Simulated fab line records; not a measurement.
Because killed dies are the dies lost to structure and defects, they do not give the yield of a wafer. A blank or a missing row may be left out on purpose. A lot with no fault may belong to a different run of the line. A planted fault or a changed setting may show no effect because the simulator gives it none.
Split-lot trial / flow berkeleyCmos170 / 23 wafers read from 5 lots, route of 331 steps

== SPLIT DETAILS ==
At UCB170_ACTIVE_COAT_08 (resist thk 900 nm), the setting resistThkNm was moved away from the recipe's 900 nm on 9 of the 23 wafers read, by -4.6% to +5.4%. The other wafers ran this setting at the recipe's value.

The file shows no step between the split and the reading.

== THE READING ==
KrF_of_ACTIVE_COAT_08.thkNm (the simulator's own value, which no gauge read), in nm, at UCB170_ACTIVE_ETCH_15 (etches Si3N4 in CH3F/Ar/O2, stops on SiO2, target depth 242 nm, time 151 s). The file does not state a usual value for it. Across the 14 wafers here that went through the recipe, the average is 728.0 nm and the standard deviation 8.7 nm.

wafer=L075.1; tool, chamber at the split=lithoTrack-03, 0; resistThkNm as run, nm=858.6; against the recipe=-4.6%; KrF_of_ACTIVE_COAT_08.thkNm, nm=674.7; against lot-mates on the recipe=-45.3
wafer=L075.2; tool, chamber at the split=lithoTrack-03, 0; resistThkNm as run, nm=900; against the recipe=recipe; KrF_of_ACTIVE_COAT_08.thkNm, nm=716.7; against lot-mates on the recipe=-
wafer=L075.3; tool, chamber at the split=lithoTrack-03, 0; resistThkNm as run, nm=858.6; against the recipe=-4.6%; KrF_of_ACTIVE_COAT_08.thkNm, nm=673.3; against lot-mates on the recipe=-46.7
wafer=L075.4; tool, chamber at the split=lithoTrack-03, 0; resistThkNm as run, nm=900; against the recipe=recipe; KrF_of_ACTIVE_COAT_08.thkNm, nm=723.3; against lot-mates on the recipe=-
wafer=L075.6; tool, chamber at the split=lithoTrack-03, 0; resistThkNm as run, nm=858.6; against the recipe=-4.6%; KrF_of_ACTIVE_COAT_08.thkNm, nm=675.1; against lot-mates on the recipe=-44.9
wafer=L076.1; tool, chamber at the split=lithoTrack-02, 0; resistThkNm as run, nm=900; against the recipe=recipe; KrF_of_ACTIVE_COAT_08.thkNm, nm=724.9; against lot-mates on the recipe=-
wafer=L076.3; tool, chamber at the split=lithoTrack-02, 0; resistThkNm as run, nm=900; against the recipe=recipe; KrF_of_ACTIVE_COAT_08.thkNm, nm=730.7; against lot-mates on the recipe=-
wafer=L076.4; tool, chamber at the split=lithoTrack-02, 0; resistThkNm as run, nm=900; against the recipe=recipe; KrF_of_ACTIVE_COAT_08.thkNm, nm=717.2; against lot-mates on the recipe=-
wafer=L082.1; tool, chamber at the split=lithoTrack-04, 0; resistThkNm as run, nm=900; against the recipe=recipe; KrF_of_ACTIVE_COAT_08.thkNm, nm=722.6; against lot-mates on the recipe=-
wafer=L082.3; tool, chamber at the split=lithoTrack-04, 0; resistThkNm as run, nm=938.6; against the recipe=+4.3%; KrF_of_ACTIVE_COAT_08.thkNm, nm=765.2; against lot-mates on the recipe=+33.9
wafer=L082.4; tool, chamber at the split=lithoTrack-04, 0; resistThkNm as run, nm=900; against the recipe=recipe; KrF_of_ACTIVE_COAT_08.thkNm, nm=746; against lot-mates on the recipe=-
wafer=L082.5; tool, chamber at the split=lithoTrack-04, 0; resistThkNm as run, nm=938.6; against the recipe=+4.3%; KrF_of_ACTIVE_COAT_08.thkNm, nm=781.3; against lot-mates on the recipe=+50.0
wafer=L082.6; tool, chamber at the split=lithoTrack-04, 0; resistThkNm as run, nm=900; against the recipe=recipe; KrF_of_ACTIVE_COAT_08.thkNm, nm=725.2; against lot-mates on the recipe=-
wafer=L083.1; tool, chamber at the split=lithoTrack-03, 0; resistThkNm as run, nm=937.7; against the recipe=+4.2%; KrF_of_ACTIVE_COAT_08.thkNm, nm=767.3; against lot-mates on the recipe=+31.4
wafer=L083.2; tool, chamber at the split=lithoTrack-03, 0; resistThkNm as run, nm=937.7; against the recipe=+4.2%; KrF_of_ACTIVE_COAT_08.thkNm, nm=773.1; against lot-mates on the recipe=+37.2
wafer=L083.3; tool, chamber at the split=lithoTrack-03, 0; resistThkNm as run, nm=900; against the recipe=recipe; KrF_of_ACTIVE_COAT_08.thkNm, nm=743.9; against lot-mates on the recipe=-
wafer=L083.5; tool, chamber at the split=lithoTrack-03, 0; resistThkNm as run, nm=900; against the recipe=recipe; KrF_of_ACTIVE_COAT_08.thkNm, nm=730; against lot-mates on the recipe=-
wafer=L083.6; tool, chamber at the split=lithoTrack-03, 0; resistThkNm as run, nm=900; against the recipe=recipe; KrF_of_ACTIVE_COAT_08.thkNm, nm=733.7; against lot-mates on the recipe=-
wafer=L085.1; tool, chamber at the split=lithoTrack-02, 0; resistThkNm as run, nm=900; against the recipe=recipe; KrF_of_ACTIVE_COAT_08.thkNm, nm=722.5; against lot-mates on the recipe=-
wafer=L085.2; tool, chamber at the split=lithoTrack-02, 0; resistThkNm as run, nm=900; against the recipe=recipe; KrF_of_ACTIVE_COAT_08.thkNm, nm=720.2; against lot-mates on the recipe=-
wafer=L085.3; tool, chamber at the split=lithoTrack-02, 0; resistThkNm as run, nm=948.2; against the recipe=+5.4%; KrF_of_ACTIVE_COAT_08.thkNm, nm=771.1; against lot-mates on the recipe=+45.3
wafer=L085.4; tool, chamber at the split=lithoTrack-02, 0; resistThkNm as run, nm=948.2; against the recipe=+5.4%; KrF_of_ACTIVE_COAT_08.thkNm, nm=781.5; against lot-mates on the recipe=+55.7
wafer=L085.5; tool, chamber at the split=lithoTrack-02, 0; resistThkNm as run, nm=900; against the recipe=recipe; KrF_of_ACTIVE_COAT_08.thkNm, nm=734.7; against lot-mates on the recipe=-

FIT RESULTS
A straight line over all 23 wafers: KrF_of_ACTIVE_COAT_08.thkNm changes by +10.5 nm for each +1% of resistThkNm; r = +0.97; the points scatter about the line by 8.3 nm.
The same after taking each lot's own level away (the mean of its wafers on the recipe; 23 wafers): +9.48 nm for each +1%; r = +0.97; scatter 6.7 nm.
On that fit, the largest move of resistThkNm shifts the reading by 51 nm.
The span of the lots' own levels, 720.00 to 735.87 nm, comes to 1.8 times the standard deviation stated above.
So the lot-to-lot level changes the slope: the two fits differ.
Check: with one of the wafers moved furthest among these (+5.4%) left out of the fit, the line predicts +51.1 nm for it against its lot-mates. Against them it came out at +45.3 nm.

== FURTHER SPLITS ON THESE WAFERS ==
Before the reading, these wafers also passed through other splits. Each is held against what the fit with the lots' levels taken away leaves over:
other split on the same wafers=UCB170_ZERO_COAT_01 spinRpm; wafers away from the commonest value=6; r with KrF_of_ACTIVE_COAT_08.thkNm (lot level and that fit taken away)=+0.40
other split on the same wafers=UCB170_ZERO_SOFTBAKE_02 tempC; wafers away from the commonest value=7; r with KrF_of_ACTIVE_COAT_08.thkNm (lot level and that fit taken away)=+0.15
other split on the same wafers=UCB170_NWELL_IMPLANT_14 doseCm2; wafers away from the commonest value=6; r with KrF_of_ACTIVE_COAT_08.thkNm (lot level and that fit taken away)=-0.05
other split on the same wafers=UCB170_PWELL_CVD_05 sih2cl2FlowSccm; wafers away from the commonest value=15; r with KrF_of_ACTIVE_COAT_08.thkNm (lot level and that fit taken away)=+0.06

== THE WHOLE CHAIN: every reading that the file lists as answering this split, in the file's order ==
step=UCB170_ACTIVE_COAT_08; what it does=resist thk 900 nm; reading=KrF_of_ACTIVE_COAT_08.thkNm (the simulator's own value, which no gauge read); change (the file's fit)=+8.94 nm for each +1% of the setting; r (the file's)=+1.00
step=UCB170_ACTIVE_ETCH_15; what it does=etches Si3N4 in CH3F/Ar/O2, stops on SiO2, target depth 242 nm, time 151 s; reading=KrF_of_ACTIVE_COAT_08.thkNm (the simulator's own value, which no gauge read); change (the file's fit)=+9.38 nm for each +1% of the setting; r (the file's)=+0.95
step=UCB170_ACTIVE_STRIP_16; what it does=strips in O2; reading=stripTimeToEndpointS; change (the file's fit)=withheld for each +1% of the setting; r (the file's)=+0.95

== THE FILE'S OWN FIT ==
KrF_of_ACTIVE_COAT_08.thkNm changes by +9.38 nm for each +1% of resistThkNm, r = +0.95.
